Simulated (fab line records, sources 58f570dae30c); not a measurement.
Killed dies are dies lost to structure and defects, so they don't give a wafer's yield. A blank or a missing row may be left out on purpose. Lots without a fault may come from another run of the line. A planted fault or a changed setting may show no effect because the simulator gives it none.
A struck lot beside a sound one | flow berkeley_cmos170 | 18 steps out of a route of 331
Sound: wafers L139.2, L139.3, L139.5. Struck: wafers L150.1, L150.3, L150.4. The cause comes at the end.
At each step with rows: each side's tool, then ch and its chambers, then its first start. Under that, the readings that differ: sound wafers | struck wafers | difference of the means | sigmas: that difference in standard deviations of wafers without a fault.
alike: readings whose means differ by less than 2 such deviations, and words and numbers that are the same on both sides. not compared: withheld readings, readings that some wafer has no value for, bounds like >300 that may hide the same value, and numbers for which the record gives no deviation and whose values overlap.
The two part at a step that has a row with sigmas, a row that says differs or no value, or rows on one side only. Numbers that don't overlap but have no deviation are shown without sigmas and don't part them. A reading that every wafer of one side lacks parts them only if that side has two wafers or more.

first, 5 steps without rows for these wafers: UCB170_NLDD_COAT_01 (resist thk 900 nm); UCB170_NLDD_SOFTBAKE_02 (time 60 s); UCB170_NLDD_EXPOSE_03 (exposes mask NSELECT, target cd 1200 nm); UCB170_NLDD_PEB_04; UCB170_NLDD_DEVELOP_05 (develop time 45 s).
UCB170_NLDD_CD_MEAS_06: target cd 1200 nm.
  sound on cd_sem-01, day 9 10:53; struck on cd_sem-01, day 12 13:11
  alike: cd_nm
UCB170_NLDD_OVL_MEAS_07:
  sound on overlay-01, day 9 10:59; struck on overlay-02, day 12 13:19
  reading       | sound     | struck | difference | sigmas
  NLDD_OVL (nm) | -13 -7 -3 | 5 6 4  | +13        | +2
then, 2 steps without rows for these wafers: UCB170_NLDD_IMPLANT_08; UCB170_NLDD_IMPLANT_09.
UCB170_NLDD_STRIP_10: strips in O2.
  sound on plasma_asher-03 ch 0,1, day 9 11:19; struck on plasma_asher-04 ch 0,1, day 12 13:38
  alike: drypump_motor_current_A, o2_flow_sccm, oes_product_au, strip_time_to_endpoint_s
  not compared: rf_hours_counter_h
UCB170_NLDD_TW_MEAS_11:
  sound on film_metro-01, day 9 11:25; struck on film_metro-04, day 12 13:44
  alike: NLDD_TW
then, 1 step without rows for these wafers: UCB170_NLDD_CLEAN_12 (cleans in SPM, time 600 s).
UCB170_SPACER_CVD_00: deposits SiO2 from TEOS/O2, target thk 376 nm, time 47 s.
  sound on pecvd-03 ch 0,1, day 9 11:39; struck on pecvd-01 ch 0,1, day 12 13:59
  alike: heater_power_w, susceptor_temp_C
UCB170_SPACER_THK_MEAS_01:
  sound on film_metro-03, day 9 11:42; struck on film_metro-02, day 12 14:01
  reading              | sound       | struck      | difference | sigmas
  SPACER_TEOS_THK (nm) | 367 369 373 | 327 327 333 | -41        | -9
then, 1 step without rows for these wafers: UCB170_SPACER_ANNEAL_02 (time 1800 s).
UCB170_SPACER_ETCHBACK_03: etches SiO2 in CHF3/CF4/Ar, stops on Si, target depth 376 nm, time 100 s.
  sound on rie_diel-03 ch 0,2,3, day 9 19:27; struck on rie_diel-03 ch 0,2,3, day 12 19:59
  reading               | sound             | struck            | difference | sigmas
  oes_product_au (a.u.) | 0.885 0.905 0.908 | 0.824 0.829 0.828 | -0.072     | -4
  alike: drypump_motor_current_A, throttle_valve_pct
  not compared: rf_hours_counter_h
then, 1 step without rows for these wafers: UCB170_PSD_HMDS_00 (prime time 60 s).
UCB170_M3_PROBE_99:
  the record has rows for the struck wafers here (prober-02, day 14 05:00) and none for the sound ones

WHERE THEY PART
First at UCB170_NLDD_OVL_MEAS_07; last, within this record, at UCB170_M3_PROBE_99.

WHY: what the simulator had put in
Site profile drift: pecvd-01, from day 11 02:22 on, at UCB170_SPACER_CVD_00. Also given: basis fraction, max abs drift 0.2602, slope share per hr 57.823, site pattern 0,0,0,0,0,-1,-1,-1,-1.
